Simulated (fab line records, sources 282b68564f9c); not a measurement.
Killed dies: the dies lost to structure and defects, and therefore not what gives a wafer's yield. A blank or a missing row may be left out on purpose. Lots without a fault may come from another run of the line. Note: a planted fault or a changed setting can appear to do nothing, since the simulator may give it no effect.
fab line records || flow ritCmos
record {"lots": 14, "wafers": 42, "lastDay": 7}
route steps=202 shown PRETRO@72
lots that met no fault: from a run of the same line without faults
startH: start of the lot's first displayed wafer, in hours after the record's first day || waitH: hours since the lot's step before || " same as the row above || L1.1+2: several wafers, shown together as one row || - either no value or no given start || * or withheld: withheld || < > ~ a bound
route shown NAME@n: a module of which the file shows steps, and the number in the route of the first || usual: mean/standard deviation of fault-free wafers || same: alike in all rows || chamber/n: place in a boat || sites: readings site by site || _std_site: the values' standard deviation || _edge_site: the outer-site mean with the inner-site mean subtracted || radiusMm: how far each site lies from the wafer's centre || mask NAME#n: copy n || behind: tool/chamber where the wafer was last shaped || hold: cause of the lot's hold/its duration in hours/its outcome || device: whichever transistor did not switch (one of n, p or np) || end of line: the route-end tests of the same wafers || a step with no rows: only its recipe || killed: at the first sort, the dies lost to defects and structure; wafer yield is something else || map: the dies of a wafer, with x for killed, . for not killed, _ for no die there
set.NAME: the setting as run; set.NAME@STEP: as run at that earlier step || model.NAME: the simulator's own value behind a step, which no gauge read
steps of the route over a sample of lots; a table a step, a row a wafer
services: a tool's chamber out of use, with start hour (startH, from the record's first day; less than 0 if before it), hours out, and reason
## steps
# step RIT_PRETRO_IMPLANT_08
# recipe {"species": "B", "energyKev": 45, "doseCm2": 1.2e+13, "tiltDeg": 7}
# usual {"beamEnergyKeV": "45.003/0.016", "tiltDeg": "7.003/0.019"}
{"lot.wafer": "L599.1", "tool": "implanter-03", "chamber": 0, "startH": 31.72, "waitH": 0.2, "beamEnergyKeV": 44.995, "tiltDeg": 7.018}
{"lot.wafer": "L599.4", "tool": "implanter-03", "chamber": 0, "startH": 31.72, "waitH": 0.2, "beamEnergyKeV": 44.998, "tiltDeg": 7.025}
{"lot.wafer": "L599.5", "tool": "implanter-03", "chamber": 0, "startH": 31.72, "waitH": 0.2, "beamEnergyKeV": 45.015, "tiltDeg": 6.989}
{"lot.wafer": "L602.1", "tool": "implanter-03", "chamber": 0, "startH": 47.40, "waitH": 0.2, "beamEnergyKeV": 45.016, "tiltDeg": 7.030}
{"lot.wafer": "L602.3", "tool": "implanter-03", "chamber": 0, "startH": 47.40, "waitH": 0.2, "beamEnergyKeV": 45.034, "tiltDeg": 7.007}
{"lot.wafer": "L602.5", "tool": "implanter-03", "chamber": 0, "startH": 47.40, "waitH": 0.2, "beamEnergyKeV": 45.040, "tiltDeg": 6.987}
{"lot.wafer": "L603.1", "tool": "implanter-03", "chamber": 0, "startH": 51.92, "waitH": 0.2, "beamEnergyKeV": 45.029, "tiltDeg": 6.980}
{"lot.wafer": "L603.2", "tool": "implanter-03", "chamber": 0, "startH": 51.92, "waitH": 0.2, "beamEnergyKeV": 44.988, "tiltDeg": 6.988}
{"lot.wafer": "L603.3", "tool": "implanter-03", "chamber": 0, "startH": 51.92, "waitH": 0.2, "beamEnergyKeV": 45.015, "tiltDeg": 7.006}
{"lot.wafer": "L606.1", "tool": "implanter-03", "chamber": 0, "startH": 67.52, "waitH": 0.2, "beamEnergyKeV": 45.003, "tiltDeg": 7.029}
{"lot.wafer": "L606.2", "tool": "implanter-03", "chamber": 0, "startH": 67.52, "waitH": 0.2, "beamEnergyKeV": 45.023, "tiltDeg": 7.019}
{"lot.wafer": "L606.5", "tool": "implanter-03", "chamber": 0, "startH": 67.52, "waitH": 0.2, "beamEnergyKeV": 44.986, "tiltDeg": 7.027}
{"lot.wafer": "L607.3", "tool": "implanter-01", "chamber": 0, "startH": 72.86, "waitH": 0.2, "beamEnergyKeV": 44.976, "tiltDeg": 6.995}
{"lot.wafer": "L607.4", "tool": "implanter-01", "chamber": 0, "startH": 72.86, "waitH": 0.2, "beamEnergyKeV": 44.978, "tiltDeg": 6.990}
{"lot.wafer": "L607.6", "tool": "implanter-01", "chamber": 0, "startH": 72.86, "waitH": 0.2, "beamEnergyKeV": 44.983, "tiltDeg": 6.984}
{"lot.wafer": "L608.1", "tool": "implanter-03", "chamber": 0, "startH": 77.98, "waitH": 0.2, "beamEnergyKeV": 45.005, "tiltDeg": 6.999}
{"lot.wafer": "L608.3", "tool": "implanter-03", "chamber": 0, "startH": 77.98, "waitH": 0.2, "beamEnergyKeV": 44.987, "tiltDeg": 6.989}
{"lot.wafer": "L608.5", "tool": "implanter-03", "chamber": 0, "startH": 77.98, "waitH": 0.2, "beamEnergyKeV": 44.998, "tiltDeg": 7.000}
{"lot.wafer": "L609.2", "tool": "implanter-02", "chamber": 0, "startH": 85.50, "waitH": 0.2, "beamEnergyKeV": 44.984, "tiltDeg": 6.987}
{"lot.wafer": "L609.4", "tool": "implanter-02", "chamber": 0, "startH": 85.50, "waitH": 0.2, "beamEnergyKeV": 44.986, "tiltDeg": 6.977}
{"lot.wafer": "L609.5", "tool": "implanter-02", "chamber": 0, "startH": 85.50, "waitH": 0.2, "beamEnergyKeV": 45.012, "tiltDeg": 6.983}
{"lot.wafer": "L610.2", "tool": "implanter-03", "chamber": 0, "startH": 86.73, "waitH": 0.2, "beamEnergyKeV": 44.997, "tiltDeg": 6.988}
{"lot.wafer": "L610.4", "tool": "implanter-03", "chamber": 0, "startH": 86.73, "waitH": 0.2, "beamEnergyKeV": 44.992, "tiltDeg": 7.007}
{"lot.wafer": "L610.6", "tool": "implanter-03", "chamber": 0, "startH": 86.73, "waitH": 0.2, "beamEnergyKeV": 44.976, "tiltDeg": 6.967}
{"lot.wafer": "L611.2", "tool": "implanter-03", "chamber": 0, "startH": 91.86, "waitH": 0.2, "beamEnergyKeV": 45.019, "tiltDeg": 6.993}
{"lot.wafer": "L611.4", "tool": "implanter-03", "chamber": 0, "startH": 91.86, "waitH": 0.2, "beamEnergyKeV": 44.990, "tiltDeg": 7.019}
{"lot.wafer": "L611.5", "tool": "implanter-03", "chamber": 0, "startH": 91.86, "waitH": 0.2, "beamEnergyKeV": 45.010, "tiltDeg": 6.996}
{"lot.wafer": "L614.3", "tool": "implanter-03", "chamber": 0, "startH": 112.81, "waitH": 0.2, "beamEnergyKeV": 34.228, "tiltDeg": 7.005}
{"lot.wafer": "L614.4", "tool": "implanter-03", "chamber": 0, "startH": 112.81, "waitH": 0.2, "beamEnergyKeV": 34.211, "tiltDeg": 6.996}
{"lot.wafer": "L614.5", "tool": "implanter-03", "chamber": 0, "startH": 112.81, "waitH": 0.2, "beamEnergyKeV": 34.231, "tiltDeg": 6.996}
{"lot.wafer": "L616.2", "tool": "implanter-03", "chamber": 0, "startH": 118.59, "waitH": 0.2, "beamEnergyKeV": 34.202, "tiltDeg": 7.026}
{"lot.wafer": "L616.4", "tool": "implanter-03", "chamber": 0, "startH": 118.59, "waitH": 0.2, "beamEnergyKeV": 34.191, "tiltDeg": 7.042}
{"lot.wafer": "L616.6", "tool": "implanter-03", "chamber": 0, "startH": 118.59, "waitH": 0.2, "beamEnergyKeV": 34.202, "tiltDeg": 6.983}
{"lot.wafer": "L618.4", "tool": "implanter-02", "chamber": 0, "startH": 128.67, "waitH": 0.2, "beamEnergyKeV": 44.983, "tiltDeg": 7.010}
{"lot.wafer": "L618.5", "tool": "implanter-02", "chamber": 0, "startH": 128.67, "waitH": 0.2, "beamEnergyKeV": 44.999, "tiltDeg": 7.002}
{"lot.wafer": "L618.6", "tool": "implanter-02", "chamber": 0, "startH": 128.67, "waitH": 0.2, "beamEnergyKeV": 44.982, "tiltDeg": 7.012}
{"lot.wafer": "L621.4", "tool": "implanter-02", "chamber": 0, "startH": 142.67, "waitH": 0.2, "beamEnergyKeV": 45.002, "tiltDeg": 7.005}
{"lot.wafer": "L621.5", "tool": "implanter-02", "chamber": 0, "startH": 142.67, "waitH": 0.2, "beamEnergyKeV": 44.985, "tiltDeg": 7.010}
{"lot.wafer": "L621.6", "tool": "implanter-02", "chamber": 0, "startH": 142.67, "waitH": 0.2, "beamEnergyKeV": 44.998, "tiltDeg": 6.988}
{"lot.wafer": "L622.2", "tool": "implanter-02", "chamber": 0, "startH": 146.41, "waitH": 0.2, "beamEnergyKeV": 44.975, "tiltDeg": 7.015}
{"lot.wafer": "L622.5", "tool": "implanter-02", "chamber": 0, "startH": 146.41, "waitH": 0.2, "beamEnergyKeV": 44.970, "tiltDeg": 7.018}
{"lot.wafer": "L622.6", "tool": "implanter-02", "chamber": 0, "startH": 146.41, "waitH": 0.2, "beamEnergyKeV": 44.969, "tiltDeg": 7.018}
# step RIT_PRETRO_TW_MEAS_10
# usual {"PRETRO_TW": "478.5/2.1"}
{"lot.wafer": "L599.1", "tool": "filmMetro-01", "chamber": "-", "startH": 32.04, "waitH": 0.1, "PRETRO_TW": 475.7}
{"lot.wafer": "L599.4", "tool": "filmMetro-01", "chamber": "-", "startH": 32.04, "waitH": 0.1, "PRETRO_TW": 479.4}
{"lot.wafer": "L599.5", "tool": "filmMetro-01", "chamber": "-", "startH": 32.04, "waitH": 0.1, "PRETRO_TW": 480.0}
{"lot.wafer": "L602.1", "tool": "filmMetro-02", "chamber": "-", "startH": 47.72, "waitH": 0.1, "PRETRO_TW": 476.8}
{"lot.wafer": "L602.3", "tool": "filmMetro-02", "chamber": "-", "startH": 47.72, "waitH": 0.1, "PRETRO_TW": 477.5}
{"lot.wafer": "L602.5", "tool": "filmMetro-02", "chamber": "-", "startH": 47.72, "waitH": 0.1, "PRETRO_TW": 478.5}
{"lot.wafer": "L603.1", "tool": "filmMetro-02", "chamber": "-", "startH": 52.25, "waitH": 0.1, "PRETRO_TW": 478.4}
{"lot.wafer": "L603.2", "tool": "filmMetro-02", "chamber": "-", "startH": 52.25, "waitH": 0.1, "PRETRO_TW": 478.9}
{"lot.wafer": "L603.3", "tool": "filmMetro-02", "chamber": "-", "startH": 52.25, "waitH": 0.1, "PRETRO_TW": 478.8}
{"lot.wafer": "L606.1", "tool": "filmMetro-04", "chamber": "-", "startH": 67.84, "waitH": 0.1, "PRETRO_TW": 480.6}
{"lot.wafer": "L606.2", "tool": "filmMetro-04", "chamber": "-", "startH": 67.84, "waitH": 0.1, "PRETRO_TW": 482.4}
{"lot.wafer": "L606.5", "tool": "filmMetro-04", "chamber": "-", "startH": 67.84, "waitH": 0.1, "PRETRO_TW": 481.5}
{"lot.wafer": "L607.3", "tool": "filmMetro-04", "chamber": "-", "startH": 73.16, "waitH": 0.1, "PRETRO_TW": 479.9}
{"lot.wafer": "L607.4", "tool": "filmMetro-04", "chamber": "-", "startH": 73.16, "waitH": 0.1, "PRETRO_TW": 482.5}
{"lot.wafer": "L607.6", "tool": "filmMetro-04", "chamber": "-", "startH": 73.16, "waitH": 0.1, "PRETRO_TW": 480.0}
{"lot.wafer": "L608.1", "tool": "filmMetro-02", "chamber": "-", "startH": 78.31, "waitH": 0.1, "PRETRO_TW": 477.5}
{"lot.wafer": "L608.3", "tool": "filmMetro-02", "chamber": "-", "startH": 78.31, "waitH": 0.1, "PRETRO_TW": 476.8}
{"lot.wafer": "L608.5", "tool": "filmMetro-02", "chamber": "-", "startH": 78.31, "waitH": 0.1, "PRETRO_TW": 477.6}
{"lot.wafer": "L609.2", "tool": "filmMetro-02", "chamber": "-", "startH": 85.93, "waitH": 0.1, "PRETRO_TW": 478.0}
{"lot.wafer": "L609.4", "tool": "filmMetro-02", "chamber": "-", "startH": 85.93, "waitH": 0.1, "PRETRO_TW": 477.0}
{"lot.wafer": "L609.5", "tool": "filmMetro-02", "chamber": "-", "startH": 85.93, "waitH": 0.1, "PRETRO_TW": 475.3}
{"lot.wafer": "L610.2", "tool": "filmMetro-02", "chamber": "-", "startH": 87.04, "waitH": 0.1, "PRETRO_TW": 479.0}
{"lot.wafer": "L610.4", "tool": "filmMetro-02", "chamber": "-", "startH": 87.04, "waitH": 0.1, "PRETRO_TW": 479.7}
{"lot.wafer": "L610.6", "tool": "filmMetro-02", "chamber": "-", "startH": 87.04, "waitH": 0.1, "PRETRO_TW": 477.7}
{"lot.wafer": "L611.2", "tool": "filmMetro-02", "chamber": "-", "startH": 92.17, "waitH": 0.1, "PRETRO_TW": 474.6}
{"lot.wafer": "L611.4", "tool": "filmMetro-02", "chamber": "-", "startH": 92.17, "waitH": 0.1, "PRETRO_TW": 479.2}
{"lot.wafer": "L611.5", "tool": "filmMetro-02", "chamber": "-", "startH": 92.17, "waitH": 0.1, "PRETRO_TW": 478.0}
{"lot.wafer": "L614.3", "tool": "filmMetro-02", "chamber": "-", "startH": 113.10, "waitH": 0.1, "PRETRO_TW": 455.2}
{"lot.wafer": "L614.4", "tool": "filmMetro-02", "chamber": "-", "startH": 113.10, "waitH": 0.1, "PRETRO_TW": 455.6}
{"lot.wafer": "L614.5", "tool": "filmMetro-02", "chamber": "-", "startH": 113.10, "waitH": 0.1, "PRETRO_TW": 455.2}
{"lot.wafer": "L616.2", "tool": "filmMetro-04", "chamber": "-", "startH": 118.90, "waitH": 0.1, "PRETRO_TW": 460.2}
{"lot.wafer": "L616.4", "tool": "filmMetro-04", "chamber": "-", "startH": 118.90, "waitH": 0.1, "PRETRO_TW": 460.3}
{"lot.wafer": "L616.6", "tool": "filmMetro-04", "chamber": "-", "startH": 118.90, "waitH": 0.1, "PRETRO_TW": 458.9}
{"lot.wafer": "L618.4", "tool": "filmMetro-04", "chamber": "-", "startH": 128.95, "waitH": 0.1, "PRETRO_TW": 479.1}
{"lot.wafer": "L618.5", "tool": "filmMetro-04", "chamber": "-", "startH": 128.95, "waitH": 0.1, "PRETRO_TW": 480.8}
{"lot.wafer": "L618.6", "tool": "filmMetro-04", "chamber": "-", "startH": 128.95, "waitH": 0.1, "PRETRO_TW": 479.8}
{"lot.wafer": "L621.4", "tool": "filmMetro-01", "chamber": "-", "startH": 142.95, "waitH": 0.1, "PRETRO_TW": 478.9}
{"lot.wafer": "L621.5", "tool": "filmMetro-01", "chamber": "-", "startH": 142.95, "waitH": 0.1, "PRETRO_TW": 479.6}
{"lot.wafer": "L621.6", "tool": "filmMetro-01", "chamber": "-", "startH": 142.95, "waitH": 0.1, "PRETRO_TW": 477.9}
{"lot.wafer": "L622.2", "tool": "filmMetro-02", "chamber": "-", "startH": 146.72, "waitH": 0.1, "PRETRO_TW": 473.1}
{"lot.wafer": "L622.5", "tool": "filmMetro-02", "chamber": "-", "startH": 146.72, "waitH": 0.1, "PRETRO_TW": 475.2}
{"lot.wafer": "L622.6", "tool": "filmMetro-02", "chamber": "-", "startH": 146.72, "waitH": 0.1, "PRETRO_TW": 477.4}
## services
{"tool": "implanter-02", "chamber": "-", "startH": 11.37, "hours": 10.5, "kind": "pm"}
{"tool": "implanter-02", "chamber": "-", "startH": 25.20, "hours": 4.3, "kind": "repair"}
{"tool": "implanter-03", "chamber": "-", "startH": 120.14, "hours": 0.5, "kind": "repair"}
{"tool": "implanter-01", "chamber": "-", "startH": 123.12, "hours": 0.5, "kind": "repair"}
## key
firstSign {"step": "RIT_PRETRO_IMPLANT_08", "reading": "beamEnergyKeV", "direction": "down", "sigmas": "99+", "usual": 45.003, "struck": 34.211}
effect {"step": "RIT_PRETRO_TW_MEAS_10", "reading": "PRETRO_TW", "direction": "down", "sigmas": 9.9, "usual": 478.5, "struck": 457.6}
metAt RIT_PRETRO_IMPLANT_08
struckLots L614,L616
testerLeftOut L614,L616
onsetBetween 91.86 112.81
fault {"kind": "processParameterDrift", "tool": "implanter-03", "chamber": "-", "onsetH": 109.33, "steps": "RIT_PRETRO_IMPLANT_08", "channel": "energyKev", "offset": -10.801, "shape": "step", "endH": 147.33, "actsIn": "theseRecipesOnly", "stated": 45}
# testerLeftOut: of these lots the tester's yield and bins aren't shown, on N5 and GAA mostly nor the transistor test; their killed dies are dies lost to structure and defects alone, not to doping, threshold or leakage, so they don't give the yield
